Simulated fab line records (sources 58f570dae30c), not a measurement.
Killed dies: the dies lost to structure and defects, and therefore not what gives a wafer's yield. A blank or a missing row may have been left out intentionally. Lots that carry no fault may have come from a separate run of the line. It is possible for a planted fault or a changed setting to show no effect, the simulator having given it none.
Matching of chambers    flow berkeley-cmos170    4 sister chambers for UCB170_GATE_ETCH_14 on rie-diel-02
The step etches BARC in N2/H2. 8 wafers are shown with their chamber, then 7 later ones without.

EACH WAFER AND ITS CHAMBER
wafer   chamber  throttle-valve-pct (%)  drypump-motor-current-A (A)
L285.5  3        13.12                   5.11
L288.4  2        13.42                   5.20
L288.6  0        13.29                   5.44
L292.4  1        13.58                   5.98
L292.5  1        13.58                   5.95
L292.6  0        13.28                   5.43
L291.2  3        13.12                   5.07
L291.4  2        13.46                   5.18

WAFERS WHOSE CHAMBER IS MISSING
wafer   throttle-valve-pct (%)  drypump-motor-current-A (A)
L291.5  13.13                   5.10
L297.2  13.59                   5.95
L297.5  13.57                   5.98
L297.6  13.27                   5.42
L303.1  13.43                   5.21
L303.4  13.12                   5.11
L303.6  13.58                   5.97

WHICH CHAMBER EACH WENT THROUGH
wafer   from the rows above  in truth
L291.5  3                    3
L297.2  1                    1
L297.5  1                    1
L297.6  0                    0
L303.1  2                    2
L303.4  3                    3
L303.6  1                    1
Placed correctly: 7 of 7. Can't be placed from these rows: 0. Wrongly placed: 0.
How it was worked out, from the rows above alone: a wafer's distance from a chamber is the root of the sum, over the readings, of the square of ((its reading less the chamber's mean) divided by the reading's scatter). The wafer belongs to the nearest chamber; if the next one is less than 2 further off, it can't be placed. The mean given for a chamber averages the wafers shown for that chamber. The scatter is the square root of a quotient: the sum, over the shown wafers, of each reading's squared deviation from its chamber's mean, divided by wafers minus chambers.
